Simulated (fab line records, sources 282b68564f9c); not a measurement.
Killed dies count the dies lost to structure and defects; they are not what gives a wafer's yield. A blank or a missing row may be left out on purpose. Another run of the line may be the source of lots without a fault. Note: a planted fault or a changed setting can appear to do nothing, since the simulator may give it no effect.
A single fault, viewed from 2 desks / flow rit cmos / numbers are kept per desk, each desk with only its own; the story behind them comes last

== METROLOGY DESK ==
Means of the sampled wafers that have a number, per lot and without regard to the tool the lot ran on: this is what the gauges read. Any lot whose mean is over 4 standard deviations away from the usual mean is out of limits and marked OUT; that distance is given in the brackets.
Columns: A = REOX_OXIDE_THK at RIT_REOX_THK_MEAS_04, usual 25.0 nm; B = NLDD_OVL at RIT_NLDD_OVL_MEAS_06, usual -0.3 nm
lot=L282; first seen here=day 3 05:05; A=25.3; B=-1.6
lot=L283; first seen here=day 3 09:02; A=24.9; B=2.1
lot=L290; first seen here=day 4 19:38; A=24.3; B=0.5
lot=L292; first seen here=day 5 02:09; A=25.0; B=0.3
lot=L304; first seen here=day 7 13:59; A=25.3; B=0.9
lot=L305; first seen here=day 7 21:10; A=25.2; B=-0.3
This desk's finding: nothing out of limits on any of the 6 lots.

== THE TOOL OWNER'S DESK: implanter-02 ==
RIT_NLDD_IMPLANT_08, tool's own readings: per-lot mean of the sampled wafers with a number, covering each lot this tool ran. Any lot whose mean is over 4 standard deviations away from the usual mean is out of limits and marked OUT; that distance is given in the brackets.
Columns: A = beam energy keV at RIT_NLDD_IMPLANT_08, usual 20.001; B = beam on s at RIT_NLDD_IMPLANT_08, usual 10.01 s; C = dose ions cm2 at RIT_NLDD_IMPLANT_08, usual 4.999e+14
lot=L282; first seen here=day 3 06:11; A=19.996; B=10.21; C=5.007e+14
lot=L290; first seen here=day 4 20:49; A=20.774 (+99 or more) OUT; B=10.20; C=5.002e+14
lot=L292; first seen here=day 5 03:29; A=20.785 (+99 or more) OUT; B=9.99; C=5.003e+14
lot=L305; first seen here=day 7 22:26; A=19.999; B=10.04; C=4.999e+14
This desk finds L290, L292 out of limits, L290 being first, at day 4 20:49 (beam energy keV at RIT_NLDD_IMPLANT_08). L282, L305: within limits.

== BROUGHT TOGETHER ==
At day 4 20:49, on L290, L292, the tool owner's desk was in a position to raise an alarm.
The metrology desk saw nothing out of limits.
The metrology desk holds a record of L290, L292, inside its limits.
On implanter-02, each named lot ran RIT_NLDD_IMPLANT_08.

== WHAT HAD BEEN PUT IN BY THE SIMULATOR ==
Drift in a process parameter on implanter-02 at RIT_NLDD_IMPLANT_08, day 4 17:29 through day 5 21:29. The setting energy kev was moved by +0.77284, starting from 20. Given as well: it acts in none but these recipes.
Lots struck among those shown: L290, L292.
Hours from the fault's start to each desk's first reading out of limits: the tool owner's desk, 3.
